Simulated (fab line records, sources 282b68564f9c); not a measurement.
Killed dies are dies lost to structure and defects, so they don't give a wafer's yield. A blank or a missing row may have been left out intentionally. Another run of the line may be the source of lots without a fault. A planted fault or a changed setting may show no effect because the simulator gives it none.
Struck lot and sound lot, side by side	flow rit_cmos	19 out of 202 route steps
Sound: wafers L730.1, L730.2, L730.3. Wafers struck: L739.4, L739.5, L739.6. The cause is named last.
At each step with rows: each side's tool, then ch and its chambers, then its first start. Under that, the readings that differ: sound wafers	struck wafers	difference of the means	sigmas: that difference in standard deviations of wafers without a fault.
alike: readings with means less than 2 such deviations apart, plus words and numbers identical on both sides. not compared: withheld readings, readings lacking a value on some wafer, bounds such as >300 that could conceal the same value, and numbers that have no deviation in the record and whose values overlap.
The two part at a step that has a row with sigmas, a row that says differs or no value, or rows on one side only. Numbers that don't overlap but have no deviation are shown without sigmas and don't part them. Lack of a reading on every wafer of one side parts them only where that side has two or more wafers.

first, 6 steps without rows for these wafers: RIT_NWELL_HMDS_00 (prime time 60 s); RIT_NWELL_COAT_01 (resist thk 1300 nm); RIT_NWELL_SOFTBAKE_02 (time 60 s); RIT_NWELL_EXPOSE_03 (exposes mask M2, target cd 43900 nm); RIT_NWELL_PEB_04; RIT_NWELL_DEVELOP_05 (develop time 68 s).
RIT_NWELL_OVL_MEAS_06:
  sound on overlay-01 at day 2 01:36; struck on overlay-01 at day 3 22:12
  alike: NWELL_OVL
then, 2 steps without rows for these wafers: RIT_NWELL_HARDBAKE_07 (time 120 s); RIT_NWELL_IMPLANT_08.
RIT_NWELL_STRIP_09: strips in O2, time 180 s.
  sound on plasma_asher-02 ch 0,1, day 2 02:02; struck on plasma_asher-04 ch 0,1, day 3 22:41
  alike: drypump_motor_current_A
  not compared: rf_hours_counter_h
RIT_NWELL_TW_MEAS_10:
  sound on film_metro-04 at day 2 02:13; struck on film_metro-02 at day 3 22:49
  alike: NWELL_TW
then, 1 step without rows for these wafers: RIT_PWELL_HMDS_00 (prime time 60 s).
RIT_PWELL_COAT_01: resist thk 1300 nm.
  struck on litho_track-01, day 3 23:10; sound on litho_track-02 ch 0, day 2 02:26
  no value came back on the struck wafers for chill_plate_temp_C (C), dispense_pressure_kPa (kPa); on the sound wafers chill_plate_temp_C (C) reads 23.22 23.03 23.24
then, 4 steps without rows for these wafers: RIT_PWELL_SOFTBAKE_02 (time 60 s); RIT_PWELL_EXPOSE_03 (exposes mask M3, target cd 43700 nm); RIT_PWELL_PEB_04; RIT_PWELL_DEVELOP_05 (develop time 68 s).
RIT_PWELL_OVL_MEAS_06:
  sound on overlay-02 at day 2 03:17; struck on overlay-02 at day 3 23:54
reading	sound	struck	difference	sigmas
PWELL_OVL (nm)	-1.7 -1.0 -1.8	- - -	no value on the struck wafers	
then, 1 step without rows for these wafers: RIT_PWELL_HARDBAKE_07 (time 120 s).

== WHERE THEY PART ==
First at RIT_PWELL_COAT_01; last, within this record, at RIT_PWELL_OVL_MEAS_06.

WHY: what had been put in by the simulator
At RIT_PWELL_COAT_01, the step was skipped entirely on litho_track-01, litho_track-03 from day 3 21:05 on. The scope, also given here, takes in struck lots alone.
